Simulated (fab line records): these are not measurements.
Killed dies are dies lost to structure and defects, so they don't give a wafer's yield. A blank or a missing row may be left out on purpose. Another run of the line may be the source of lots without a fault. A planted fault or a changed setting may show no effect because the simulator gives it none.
8D (eight disciplines) problem report, filled in by code	flow rit-cmos	the parts of the form that need people (team, actions taken, sign-off) are left out

1. WHAT WENT WRONG
SPACER_NITRIDE_THK at RIT_SPACER_THK_MEAS_04 reads a mean of 167.1 nm on 3 wafers of 1 lot; wafers without a fault read 253.3 nm with a standard deviation of 2.3. Measured from the usual mean, that is -37 standard deviations.
Earliest sighting: wafer L289.2 on film-metro-04 at day 7 12:46. Wafers with a number at this step in the record: 39, from 13 lots. By rule, "out" or "out of limits" means more than 4 standard deviations away from the usual mean. All remaining wafers that have a number are taken as sound.

2. WHAT IT IS, WHAT IT ISN'T
question	is	is not
which readings at this step	SPACER_NITRIDE_THK	-
which lots	L289	L272, L276, L277, L279, L282, L283, L285, L286, L288, L291, L292, L293
which wafers of those lots	all that have a number	-
read on which gauges	film-metro-04	film-metro-01, film-metro-03
when	from day 7 12:46	up to then (27 sound wafers); but 9 sound wafers of L291, L292, L293 came after

3. SUSPECTS, AND WHAT RULES EACH OUT
Counting: any tool at a process step up to the reading is kept as a suspect provided that every lot that is out went through it and no sound lot did after the first of them.
- the gauge at RIT_SPACER_THK_MEAS_04 is ruled out. All the wafers that are out were read on film-metro-04, but those of them that RIT_SPACER_ETCHBACK_05 has rows for are out there too, on other tools.
- lpcvd-02 at RIT_SPACER_CVD_03 (deposits Si3N4 from SiH2Cl2/NH3, target thk 250 nm, time 3300 s): ruled out as a lasting fault. The sound lots L293 went through it after L289, its earliest lot that is out (day 7 10:51).
Left after counting: nothing in the record.

4. THE CAUSE (what the simulator had put in)
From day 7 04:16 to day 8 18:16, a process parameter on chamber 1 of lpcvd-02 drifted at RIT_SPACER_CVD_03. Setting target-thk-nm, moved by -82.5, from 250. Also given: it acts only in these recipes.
Counting ruled it out, wrongly: the rule takes a fault to strike every lot that its tool runs from its start on, and this one did not.

5. THE EFFECT CHAIN, in route order
One row per reading whose mean, taken over the struck wafers that have a number, lies over 3 standard deviations from the usual. Only readings whose record carries a usual standard deviation are examined. hours: median over the lots of the time between each lot's start at the first step of this table that gives one and its start at this step. sigmas: the change, counted in usual standard deviations.
hours	step	reading	usual	on struck wafers	change	sigmas
0	RIT_SPACER_THK_MEAS_04	SPACER_NITRIDE_THK	253.3 nm	167.1	-86.2	-37
0	RIT_SPACER_ETCHBACK_05	oes-product-au	0.856 a.u.	0.650	-0.206	-15
It contains these process steps:
- RIT_SPACER_ETCHBACK_05: etches Si3N4 in SF6/CHF3, stops on SiO2, target depth 250 nm, time 240 s.

6. HOW IT WOULD HAVE BEEN CAUGHT EARLIER
In this record the first reading out of limits at a measuring or inspecting step was taken at day 7 12:46, 9 hours after the fault began at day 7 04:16.
